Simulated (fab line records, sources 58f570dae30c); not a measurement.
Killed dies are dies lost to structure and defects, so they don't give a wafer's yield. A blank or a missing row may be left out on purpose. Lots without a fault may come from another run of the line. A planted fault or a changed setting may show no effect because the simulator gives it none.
Chamber matching | flow berkeley_cmos170 | UCB170_V2_CVD_00 on pecvd-04: 3 sister chambers
The step deposits SiO2 from TEOS/O2, target thk 2000 nm, time 250 s. 6 wafers are shown with their chamber, then 7 later ones without.

WAFERS WITH THEIR CHAMBER
wafer  | chamber | heater_power_w (W) | susceptor_temp_C (C)
L836.3 | 1       | 415                | 390.12
L832.6 | 0       | 264                | 389.85
L840.5 | 2       | 226                | 389.79
L840.6 | 1       | 399                | 389.70
L843.1 | 2       | 234                | 390.16
L843.4 | 0       | 191                | 390.12

WAFERS WITHOUT THEIR CHAMBER
wafer  | heater_power_w (W) | susceptor_temp_C (C)
L843.6 | 417                | 389.89
L849.1 | 390                | 390.10
L849.3 | 313                | 390.21
L849.6 | 309                | 389.90
L847.1 | 263                | 390.24
L847.4 | 404                | 390.37
L847.6 | 318                | 390.11

WHICH CHAMBER EACH WENT THROUGH
wafer  | from the rows above          | in truth
L843.6 | 1                            | 1
L849.1 | 1                            | 1
L849.3 | can't be placed: 2 or 0 or 1 | 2
L849.6 | can't be placed: 2 or 0 or 1 | 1
L847.1 | can't be placed: 2 or 0      | 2
L847.4 | 1                            | 1
L847.6 | can't be placed: 2 or 0 or 1 | 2
Placed correctly: 3 of 7. Can't be placed from these rows: 4 (the true chamber is among the candidates in 4). Placed wrongly: 0.
How it was worked out, from the rows above alone: a wafer's distance from a chamber is the root of the sum, over the readings, of the square of ((its reading less the chamber's mean) divided by the reading's scatter). The wafer belongs to the nearest chamber; if the next one is less than 2 further off, it can't be placed. A chamber's mean is the mean of its shown wafers. The scatter: the root of (the sum of the squares of (reading less its chamber's mean) over the shown wafers, divided by (wafers less chambers)).
